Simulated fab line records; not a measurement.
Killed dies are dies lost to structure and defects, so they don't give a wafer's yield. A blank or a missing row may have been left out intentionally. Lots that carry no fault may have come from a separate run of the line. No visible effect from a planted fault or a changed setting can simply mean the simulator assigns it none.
Chamber matching ; flow berkeley_cmos170 ; rie_diel-03 running UCB170_M2_ETCH_17: 4 sister chambers
The step etches BARC in N2/H2. 4 wafers are shown with their chamber, then 7 later ones without.

WAFERS PAIRED WITH THEIR CHAMBERS
wafer;chamber;throttle_valve_pct (%)
L707.5;3;13.53
L707.6;2;13.22
L715.1;1;13.20
L715.3;0;13.30

WAFERS MISSING THEIR CHAMBER
wafer;throttle_valve_pct (%)
L715.6;13.24
L721.1;13.24
L721.3;13.19
L721.4;13.52
L723.1;13.22
L723.4;13.21
L723.5;13.53

EACH ONE'S CHAMBER
wafer;from the rows above;in truth
L715.6;can't be placed: 2 or 1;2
L721.1;can't be placed: 2 or 1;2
L721.3;can't be placed: 1 or 2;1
L721.4;3;3
L723.1;can't be placed: 2 or 1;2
L723.4;can't be placed: 2 or 1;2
L723.5;3;3
Correct placement for 2 of the 7. From these rows, 5 cannot be placed; in 5 the true chamber is one of the candidates. Placed wrongly: 0.
How it was worked out, from the rows above alone: a wafer's distance from a chamber is the root of the sum, over the readings, of the square of ((its reading less the chamber's mean) divided by the reading's scatter). If the next closest chamber is less than 2 further off than the closest, the wafer can't be placed; otherwise it belongs to the closest. The mean given for a chamber averages the wafers shown for that chamber. The scatter: root of mean squared gap, hidden wafer to nearest shown wafer, with one shown wafer a chamber.
